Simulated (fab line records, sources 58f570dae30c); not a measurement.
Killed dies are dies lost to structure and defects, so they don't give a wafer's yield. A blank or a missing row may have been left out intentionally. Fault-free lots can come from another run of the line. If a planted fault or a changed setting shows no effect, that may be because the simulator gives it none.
Split-lot study	flow berkeley_cmos170	5 lots, 23 wafers read, on a route of 331 steps

## ABOUT THE SPLIT
At UCB170_NLDD_IMPLANT_08, the setting dose_cm2 was moved away from the recipe's 5e+13 on 6 of the 23 wafers read, by -5.3% to +3.0%. All remaining wafers had this setting at the recipe value.

## FROM THE SPLIT TO THE READING: what the file shows between them, 5 steps
- UCB170_PSD_IMPLANT_08 (also split here: energy_kev)
- UCB170_PSD_STRIP_09: strips in O2
- UCB170_BACKSIDE_HMDS_00: prime time 60 s (also split here: prime_time_s)
- UCB170_BACKSIDE_COAT_01: resist thk 900 nm
- UCB170_BACKSIDE_SOFTBAKE_02: time 60 s

## THE READING
NLDD_RS in ohm/sq, measured at UCB170_SDANNEAL_RS_MEAS_05 by four-point-probe. On this fab line, fault-free wafers typically give 616.9 ohm/sq with a standard deviation of 1.8 ohm/sq.

wafer	tool, chamber at the split	dose_cm2 as run	against the recipe	NLDD_RS, ohm/sq	against lot-mates on the recipe
L074.1	implanter-02, 0	5e+13	recipe	614.8	-
L074.2	implanter-02, 0	4.841e+13	-3.2%	621.7	+6.6
L074.3	implanter-02, 0	5e+13	recipe	614.9	-
L074.4	implanter-02, 0	5e+13	recipe	615.7	-
L074.6	implanter-02, 0	4.841e+13	-3.2%	622.5	+7.4
L078.1	implanter-04, 0	5e+13	recipe	615.4	-
L078.2	implanter-04, 0	5e+13	recipe	615.2	-
L078.3	implanter-04, 0	5e+13	recipe	616.2	-
L078.4	implanter-04, 0	5e+13	recipe	615.1	-
L078.5	implanter-04, 0	5e+13	recipe	615.9	-
L081.3	implanter-03, 0	5e+13	recipe	613.8	-
L081.5	implanter-03, 0	5e+13	recipe	615.1	-
L081.6	implanter-03, 0	5e+13	recipe	613.8	-
L084.2	implanter-02, 0	5e+13	recipe	618.5	-
L084.3	implanter-02, 0	5e+13	recipe	620.5	-
L084.4	implanter-02, 0	5.152e+13	+3.0%	610.8	-8.2
L084.5	implanter-02, 0	5.152e+13	+3.0%	613.1	-5.9
L084.6	implanter-02, 0	5e+13	recipe	617.9	-
L083.1	implanter-02, 0	4.737e+13	-5.3%	627.4	+10.3
L083.3	implanter-02, 0	4.737e+13	-5.3%	628.3	+11.2
L083.4	implanter-02, 0	5e+13	recipe	618.0	-
L083.5	implanter-02, 0	5e+13	recipe	616.1	-
L083.6	implanter-02, 0	5e+13	recipe	617.1	-

FIT RESULTS
A straight line over all 23 wafers: NLDD_RS changes by -1.96 ohm/sq for each +1% of dose_cm2; r = -0.92; the points scatter about the line by 1.7 ohm/sq.
The same after taking each lot's own level away (the mean of its wafers on the recipe; 23 wafers): -2.14 ohm/sq for each +1%; r = -0.99; scatter 0.77 ohm/sq.
On that fit, the largest move of dose_cm2 shifts the reading by 11 ohm/sq.
The lots' own levels span 614.23 to 618.97 ohm/sq, that is 2.6 times the standard deviation above.
Hence the lot-to-lot level has little effect on the slope; both slopes agree.
Check: +11.5 ohm/sq against its lot-mates is what the line predicts for one of the wafers moved furthest among these (-5.3%) when that wafer is left out of the fit. Against them it came out at +10.3 ohm/sq.

## FURTHER SPLITS ON THESE WAFERS
These wafers also went through other splits before the reading. Each is held against what the fit with the lots' levels taken away leaves over:
other split on the same wafers	wafers away from the commonest value	r with NLDD_RS (lot level and that fit taken away)
UCB170_GATE_DEVELOP_11 develop_time_s	10	+0.09
UCB170_PSD_IMPLANT_08 energy_kev	9	-0.22
UCB170_BACKSIDE_HMDS_00 prime_time_s	9	+0.39

## THE FILE'S OWN FIT
NLDD_RS changes by -2.13 ohm/sq for each +1% of dose_cm2, r = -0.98.
